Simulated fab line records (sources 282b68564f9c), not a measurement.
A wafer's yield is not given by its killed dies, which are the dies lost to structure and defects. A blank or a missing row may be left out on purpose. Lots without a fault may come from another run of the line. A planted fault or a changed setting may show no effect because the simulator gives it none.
The tool behind it: which one?	flow ritCmos	13 lots, 39 wafers sampled, at 2 steps of a route of 202

## WHAT THE GAUGES SHOWED, per wafer
RIT_CONTACT_THK_MEAS_01.
lot	measured	on	CONTACT_TEOS_THK (nm)
L136	day 3 08:17	filmMetro-01	402 407 408
L137	day 3 10:10	filmMetro-04	398 406 407
L138	day 3 18:28	filmMetro-04	392 395 402
L139	day 3 20:07	filmMetro-04	405 406 404
L140	day 4 02:45	filmMetro-02	395 388 401
L141	day 4 04:47	filmMetro-04	397 404 400
L142	day 4 09:20	filmMetro-04	401 400 404
L143	day 4 12:52	filmMetro-01	396 404 403
L144	day 4 19:11	filmMetro-04	391 402 399
L150	day 6 00:59	filmMetro-04	391 405 406
L154	day 6 20:30	filmMetro-04	389 517 534
L156	day 7 07:21	filmMetro-04	397 398 399
L158	day 7 17:27	filmMetro-02	402 398 406

## TOOL THAT RAN EACH LOT (tool first, then ch and the chambers of the sampled wafers, then the start)
lot	RIT_CONTACT_CVD_00
L136	pecvd-01 ch 1,2, day 3 08:13
L137	pecvd-02 ch 0,1, day 3 10:06
L138	pecvd-04 ch 0,1,2, day 3 18:25
L139	pecvd-01 ch 0,1, day 3 20:03
L140	pecvd-02 ch 0,1,2, day 4 02:42
L141	pecvd-04 ch 0,1,2, day 4 04:44
L142	pecvd-01 ch 0,1,2, day 4 09:17
L143	pecvd-02 ch 1,2, day 4 12:49
L144	pecvd-04 ch 0,1,2, day 4 19:08
L150	pecvd-04 ch 0,1, day 6 00:56
L154	pecvd-02 ch 0,1, day 6 20:27
L156	pecvd-01 ch 0,1,2, day 7 07:18
L158	pecvd-04 ch 0,1, day 7 17:23
- RIT_CONTACT_CVD_00: deposits SiO2 from TEOS, target thk 400 nm, time 61 s.

## WHAT THE TOOLS THEMSELVES READ (means of the sampled wafers that have a number; where no wafer has one, the mark that the record gives instead)
RIT_CONTACT_CVD_00.
lot	tool	heaterPowerW (W)	rfFwdPowerW (W)
L136	pecvd-01	295	397.1
L137	pecvd-02	308	396.5
L138	pecvd-04	297	397.8
L139	pecvd-01	360	394.3
L140	pecvd-02	295	397.5
L141	pecvd-04	263	397.5
L142	pecvd-01	346	397.6
L143	pecvd-02	275	398.1
L144	pecvd-04	268	396.1
L150	pecvd-04	240	397.3
L154	pecvd-02	304	396.1
L156	pecvd-01	348	397.0
L158	pecvd-04	255	397.0

## THE ANSWER, worked out from the rows above alone
Rule: usual is defined by the lots themselves. The widest of any qualifying gaps counts: lots, ordered by their means at a reading, are off when they make up no more than a third of the lots, leave a main group of 4 or more, and stand apart from it by 3 or more times the standard deviation of that group's means. A main group whose means are all the same, to the digits that the tables above print for the reading, isn't used. A lot without any number at a reading at which 4 lots or more have one is off too. All remaining lots with rows at the step are treated as sound. First the gauges in route order, then the tools' own readings, where a lot's mean is used as printed above. At the first step where some lot is off, the reading lying furthest off is the one used; lots without a number count as furthest.
Off: L154, at RIT_CONTACT_THK_MEAS_01 (CONTACT_TEOS_THK). For the main group the mean is 401 nm and the standard deviation 3.3.
A tool fits if, at a process step before that reading, it ran every lot that is off, and no sound lot after the first of them. The gauges at RIT_CONTACT_THK_MEAS_01 are tried like those tools. One fits: RIT_CONTACT_CVD_00 on pecvd-02. Its last sound lot is L143 (day 4 12:49), its first lot that is off L154 (day 6 20:27): a fault that began between those two fits.

## WHAT THE SIMULATOR HAD INSERTED
pecvd-02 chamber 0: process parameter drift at RIT_CONTACT_CVD_00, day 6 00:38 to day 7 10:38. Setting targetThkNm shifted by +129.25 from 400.
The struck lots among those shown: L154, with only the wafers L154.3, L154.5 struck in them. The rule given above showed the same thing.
